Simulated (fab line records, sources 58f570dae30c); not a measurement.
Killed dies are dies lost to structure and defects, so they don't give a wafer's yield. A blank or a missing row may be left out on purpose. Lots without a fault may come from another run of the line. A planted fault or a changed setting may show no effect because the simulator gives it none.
A struck lot beside a sound one | flow berkeley_cmos170 | 16 steps out of a route of 331
Sound: wafers L349.2, L349.3, L349.5. Struck: wafers L361.2, L361.3, L361.4. The cause comes at the end.
At each step with rows: each side's tool, then ch and its chambers, then its first start. Under that, the readings that differ: sound wafers | struck wafers | difference of the means | sigmas: that difference in standard deviations of wafers without a fault.
alike: readings whose means differ by less than 2 such deviations, and words and numbers that are the same on both sides. not compared: withheld readings, readings that some wafer has no value for, bounds like >300 that may hide the same value, and numbers for which the record gives no deviation and whose values overlap.
The two part at a step that has a row with sigmas, a row that says differs or no value, or rows on one side only. Numbers that don't overlap but have no deviation are shown without sigmas and don't part them. A reading that every wafer of one side lacks parts them only if that side has two wafers or more.

first, 2 steps without rows for these wafers: UCB170_V1_PEB_10; UCB170_V1_DEVELOP_11 (develop time 45 s).
UCB170_V1_CD_MEAS_12: target cd 700 nm.
  sound on cd_sem-01, day 8 21:56; struck on cd_sem-01, day 11 10:14
  reading    | sound             | struck            | difference | sigmas
  cd_nm (nm) | 701.0 702.8 702.4 | 699.5 698.0 698.6 | -3.4       | -2
UCB170_V1_OVL_MEAS_13:
  sound on overlay-02, day 8 22:02; struck on overlay-02, day 11 10:21
  alike: V1_OVL
UCB170_V1_ETCH_14: etches SiO2 in CHF3/CF4/Ar, stops on Al, target depth 1250 nm, time 291 s.
  sound on rie_diel-01 ch 0,1,3, day 8 22:04; struck on rie_diel-01 ch 0,2,3, day 11 10:23
  alike: cf4_flow_sccm, chamber_pressure_mTorr, drypump_motor_current_A, oes_product_au, throttle_valve_pct
  not compared: rf_hours_counter_h
UCB170_V1_STRIP_15: strips in O2.
  sound on plasma_asher-02 ch 0, day 8 22:15; struck on plasma_asher-03 ch 0,1, day 11 10:33
  alike: chamber_pressure_mTorr, drypump_motor_current_A, oes_product_au, strip_time_to_endpoint_s
  not compared: rf_hours_counter_h
UCB170_V1_CD_MEAS_90: target cd 700 nm.
  sound on cd_sem-02, day 8 22:22; struck on cd_sem-02, day 11 10:40
  reading    | sound             | struck            | difference | sigmas
  cd_nm (nm) | 700.9 701.2 701.7 | 698.5 696.7 697.7 | -3.6       | -2
then, 1 step without rows for these wafers: UCB170_M2_PRE_CLEAN_00 (preclean etch time 60 s).
UCB170_M2_SPUTTER_01: material Al, target thk 900 nm, time 120 s.
  sound on pvd_sputter-04, day 8 22:32; struck on pvd_sputter-04, day 11 10:50
  reading                | sound                | struck               | difference | sigmas
  cathode_dc_power_W (W) | 5794.4 5793.3 5793.3 | 5790.4 5791.8 5791.0 | -2.6       | -2
  alike: chamber_pressure_pa, throttle_valve_pct
UCB170_M2_RS_MEAS_02: measures by four-point-probe.
  sound on film_metro-01, day 8 22:38; struck on film_metro-04, day 11 10:56
  alike: M2_AL_RS
UCB170_M2_THK_MEAS_03: measures by xrf.
  sound on film_metro-01, day 8 22:45; struck on film_metro-04, day 11 11:03
  alike: M2_AL_THK
then, 1 step without rows for these wafers: UCB170_M2_HMDS_04 (prime time 60 s).
UCB170_M2_COAT_05: resist thk 900 nm.
  sound on litho_track-03 ch 0, day 8 22:59; struck on litho_track-04 ch 0, day 11 11:20
  reading                             | sound                | struck               | difference | sigmas
  spin_speed_rpm (rpm)                | 1501.1 1501.0 1501.4 | 1635.3 1636.9 1637.9 | +135.5     | +99 or more
  model.KrF_of_M2_COAT_05.thk_nm (nm) | 901.5 905.3 904.8    | 862 863.2 861.4      | -42        |
  alike: exhaust_pa, resist_line_temp_C
then, 1 step without rows for these wafers: UCB170_M2_SOFTBAKE_06 (time 60 s).
UCB170_M2_STRIP_07: strips in O2.
  sound on plasma_asher-03 ch 0,1, day 8 23:15; struck on plasma_asher-04 ch 0,1, day 11 11:36
  reading                      | sound             | struck            | difference | sigmas
  strip_time_to_endpoint_s (s) | 22.01 22.10 22.08 | 21.07 21.08 21.05 | -1.00      | -17
  alike: chamber_pressure_mTorr, drypump_motor_current_A, oes_product_au
  not compared: rf_hours_counter_h
then, 1 step without rows for these wafers: UCB170_M2_STRIP_08 (strips KrF in DMSO, time 600 s).

WHERE THEY PART
First at UCB170_V1_CD_MEAS_12; last, within this record, at UCB170_M2_STRIP_07.

WHY: what the simulator had put in
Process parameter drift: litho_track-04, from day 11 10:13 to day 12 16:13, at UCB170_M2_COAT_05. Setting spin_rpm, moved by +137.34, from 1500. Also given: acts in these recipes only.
